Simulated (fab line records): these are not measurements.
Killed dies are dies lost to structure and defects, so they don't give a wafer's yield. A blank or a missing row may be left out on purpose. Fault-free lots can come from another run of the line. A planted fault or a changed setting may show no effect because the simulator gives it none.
8D (eight disciplines) problem report, filled in by code :: flow rit_cmos :: the parts of the form that need people (team, actions taken, sign-off) are left out

## 1. WHAT IS WRONG
Wafers without a fault read 3250.3 rpm, standard deviation 2.1; spin_speed_rpm at RIT_PSD_COAT_01 reads a mean of 3335.3 rpm on 6 wafers belonging to 2 lots. Measured from the usual mean, that is +40 standard deviations.
The step: resist thk 1000 nm.
First seen on wafer L800.2, day 4 22:32, on litho_track-04. At this step, 42 wafers from 14 lots have a number in the record. By rule, "out" or "out of limits" means more than 4 standard deviations away from the usual mean. Any other wafer with a number is counted as sound.

## 2. WHAT THIS IS AND IS NOT
question: which readings at this step
is: spin_speed_rpm
is not: -

question: which lots
is: L800, L801
is not: L792, L794, L795, L796, L798, L802, L806, L807, L808, L809, L812, L813

question: which wafers of those lots
is: all that have a number
is not: -

question: read on which tools
is: litho_track-04
is not: litho_track-01, litho_track-03

question: when
is: from day 4 22:32
is not: up to then (15 sound wafers); but 21 sound wafers of L802, L806, L807, L808, L809, L812, L813 came after

## 3. THE SUSPECTS, EACH WITH WHAT RULES IT OUT
Counting: a tool at a process step up to the reading stays a suspect if it ran every lot that is out and no sound lot after the first of them.
- litho_track-04 at RIT_PSD_COAT_01 (resist thk 1000 nm): kept. All lots that are out passed through it, beginning with L800 at day 4 22:32, and no sound lot followed; its final sound lot before that point was L796 at day 4 07:05. Out on those wafers are its own readings of spin_speed_rpm.
Remaining after the count: litho_track-04 at RIT_PSD_COAT_01.

## 4. THE CAUSE (what the simulator had put in)
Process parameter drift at RIT_PSD_COAT_01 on litho_track-04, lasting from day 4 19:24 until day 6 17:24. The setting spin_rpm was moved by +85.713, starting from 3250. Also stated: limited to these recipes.
Counting left only this tool.

## 5. THE CHAIN OF EFFECTS, in route order
Rows list readings where the struck wafers' mean (over those with a number) sits beyond 3 standard deviations from the usual. Scope: only readings with a usual standard deviation given in the record; hours: median across lots of the time from each lot's start at the first step in this table that gives one to its start at this step; sigmas: change in usual standard deviations.
hours: 0
step: RIT_PSD_COAT_01
reading: spin_speed_rpm
usual: 3250.3 rpm
on struck wafers: 3335.3
change: +85.0
sigmas: +40
Process steps it contains:
- RIT_PSD_COAT_01: resist thk 1000 nm.
Later steps that measure or inspect, where all struck wafers having a row at the step show a number for every such reading and not one has moved that far: RIT_SDANNEAL_RS_MEAS_06, RIT_CONTACT_CD_MEAS_08.

## 6. HOW IT WOULD HAVE BEEN CAUGHT EARLIER
In this record no reading fell out of limits until day 4 22:32, 3 hours after the fault had begun at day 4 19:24.
